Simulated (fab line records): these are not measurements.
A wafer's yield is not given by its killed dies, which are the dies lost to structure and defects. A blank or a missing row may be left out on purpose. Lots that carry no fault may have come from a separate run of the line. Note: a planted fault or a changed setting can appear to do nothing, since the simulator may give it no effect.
Problem report, 8D (eight disciplines) form, completed by code || flow berkeley-cmos170 || the parts of the form that need people (team, actions taken, sign-off) are left out

## 1. PROBLEM STATEMENT
Wafers without a fault read 56.80 W, standard deviation 0.044; heater-power-total-W at UCB170_PWELL_PEB_11 reads a mean of 59.09 W on 6 wafers belonging to 2 lots. Measured from the usual mean, that is +52 standard deviations.
Earliest sighting: wafer L377.1 on litho-track-01 at day 6 15:41. At this step, 42 wafers from 14 lots have a number in the record. By rule, "out" or "out of limits" means more than 4 standard deviations away from the usual mean. All remaining wafers that have a number are taken as sound.

## 2. WHAT IT IS; WHAT IT IS NOT
{"question": "which readings at this step", "is": "heater-power-total-W, plate-temp-C", "is not": "-"}
{"question": "which lots", "is": "L377, L380", "is not": "L363, L364, L365, L366, L367, L368, L369, L371, L373, L374, L382, L383"}
{"question": "which wafers of those lots", "is": "all that have a number", "is not": "-"}
{"question": "read on which tools", "is": "litho-track-01", "is not": "litho-track-02, litho-track-03"}
{"question": "when", "is": "from day 6 15:41", "is not": "up to then (30 sound wafers); but 6 sound wafers of L382, L383 came after"}

## 3. WHAT RULES OUT EACH SUSPECT
Counting: a tool at any process step up to the reading remains a suspect when it ran all the lots that are out and ran no sound lot after the first of those.
- litho-track-01 at UCB170_PWELL_PEB_11: kept. Every lot that is out went through it, starting with L377 (day 6 15:41), and after that it ran no sound lot; the last sound lot it ran before then is L373 (day 5 14:43). Its own readings are out on those wafers: heater-power-total-W, plate-temp-C.
Remaining after the count: litho-track-01 at UCB170_PWELL_PEB_11.

## 4. THE CAUSE (what the simulator had put in)
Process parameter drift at UCB170_PWELL_PEB_11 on litho-track-01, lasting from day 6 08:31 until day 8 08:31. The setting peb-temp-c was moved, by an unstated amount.
Only this tool survived the counting.

## 5. SEQUENCE OF EFFECTS, ordered by route
One row per reading whose mean, taken over the struck wafers that have a number, lies over 3 standard deviations from the usual. Readings are gone through only where the record gives a usual standard deviation; hours: the median, over the lots, of the time from a lot's start at the first step in this table giving one to that lot's start at this step; sigmas: the change measured in usual standard deviations.
{"hours": 0, "step": "UCB170_PWELL_PEB_11", "reading": "heater-power-total-W", "usual": "56.80 W", "on struck wafers": 59.09, "change": "+2.29", "sigmas": "+52"}
{"hours": 0, "step": "UCB170_PWELL_PEB_11", "reading": "plate-temp-C", "usual": "130.02 C", "on struck wafers": 134.16, "change": "+4.14", "sigmas": "+35"}
It contains these process steps:
- UCB170_PWELL_PEB_11
At these later measuring or inspecting steps, every struck wafer for which the step has a row has a number for every such reading, and none has moved that far: UCB170_SCREENOX_THK_MEAS_02, UCB170_V2_THK_MEAS_01.

## 6. HOW IT WOULD HAVE BEEN CAUGHT EARLIER
7 hours passed between the start of the fault at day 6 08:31 and the first reading out of limits in this record, taken at day 6 15:41.
